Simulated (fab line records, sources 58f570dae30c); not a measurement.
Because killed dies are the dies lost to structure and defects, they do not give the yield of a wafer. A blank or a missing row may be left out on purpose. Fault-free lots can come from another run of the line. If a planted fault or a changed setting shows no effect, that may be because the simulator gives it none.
A struck lot beside a sound one ; flow berkeley_cmos170 ; 16 steps out of a route of 331
Sound: the wafers L503.1, L503.3, L503.5. Wafers struck: L511.1, L511.4, L511.5. The cause comes at the end.
At each step with rows: each side's tool, then ch and its chambers, then its first start. Under that, the readings that differ: sound wafers ; struck wafers ; difference of the means ; sigmas: that difference in standard deviations of wafers without a fault.
alike: readings whose means differ by less than 2 such deviations, and words and numbers that are the same on both sides. not compared: withheld readings, readings that some wafer has no value for, bounds like >300 that may hide the same value, and numbers for which the record gives no deviation and whose values overlap.
A row with sigmas, a row that says differs or no value, or rows on one side alone: a step with any of these is where the two part. When numbers do not overlap yet have no deviation, they are printed without sigmas and do not part them. A reading that every wafer of one side lacks parts them only if that side has two wafers or more.

UCB170_ACTIVE_OVL_MEAS_14:
  sound: overlay-01 at day 5 00:30; struck: overlay-01 at day 7 00:05
  alike: ACTIVE_OVL
UCB170_ACTIVE_ETCH_15: etches Si3N4 in CH3F/Ar/O2, stops on SiO2, target depth 242 nm, time 151 s.
  sound on rie_diel-02 ch 0,1, day 5 00:32; struck on rie_diel-01 ch 0,1,2, day 7 00:08
  alike: drypump_motor_current_A, oes_product_au, throttle_valve_pct
  not compared: rf_hours_counter_h
UCB170_ACTIVE_STRIP_16: strips in O2.
  sound on plasma_asher-01 ch 0,1, day 5 00:38; struck on plasma_asher-02 ch 0,1, day 7 00:14
  alike: drypump_motor_current_A, oes_product_au, strip_time_to_endpoint_s
  not compared: rf_hours_counter_h
UCB170_ACTIVE_CD_MEAS_90: target cd 1200 nm.
  sound: cd_sem-01 at day 5 00:44; struck: cd_sem-01 at day 7 00:28
reading;sound;struck;difference;sigmas
cd_nm (nm);1199.8 1200.2 1199.6;1196.3 1195.4 1195.8;-4.0;-2
then, 7 steps without rows for these wafers: UCB170_ACTIVE_CLEAN_17 (cleans in SPM, time 600 s); UCB170_PFIELD_HMDS_00 (prime time 60 s); UCB170_PFIELD_COAT_01 (resist thk 900 nm); UCB170_PFIELD_SOFTBAKE_02 (time 60 s); UCB170_PFIELD_EXPOSE_03 (exposes mask PFIELD, target cd 1500 nm); UCB170_PFIELD_PEB_04; UCB170_PFIELD_DEVELOP_05 (develop time 45 s).
UCB170_PFIELD_OVL_MEAS_06:
  sound: overlay-02 at day 5 02:47; struck: overlay-02 at day 7 01:35
  alike: PFIELD_OVL
UCB170_PFIELD_IMPLANT_07:
  sound on implanter-03 ch 0, day 5 02:49; struck on implanter-04 ch 0, day 7 01:57
UCB170_PFIELD_STRIP_08: strips in O2.
  sound on plasma_asher-03 ch 0,1, day 5 02:58; struck on plasma_asher-03 ch 0,1, day 7 02:06
  alike: drypump_motor_current_A, oes_product_au, strip_time_to_endpoint_s
  not compared: rf_hours_counter_h
UCB170_PFIELD_TW_MEAS_09:
  sound: film_metro-04 at day 5 03:04; struck: film_metro-02 at day 7 02:25
reading;sound;struck;difference;sigmas
PFIELD_TW;601 601 603;748 750 747;+147;+29
then, 1 step without rows for these wafers: UCB170_FIELD_CLEAN_00 (cleans in dHF, time 7.5 s).

== WHERE THEY PART ==
Earliest at UCB170_ACTIVE_CD_MEAS_90; latest, in this record, at UCB170_PFIELD_TW_MEAS_09.

WHY: the cause the simulator had injected
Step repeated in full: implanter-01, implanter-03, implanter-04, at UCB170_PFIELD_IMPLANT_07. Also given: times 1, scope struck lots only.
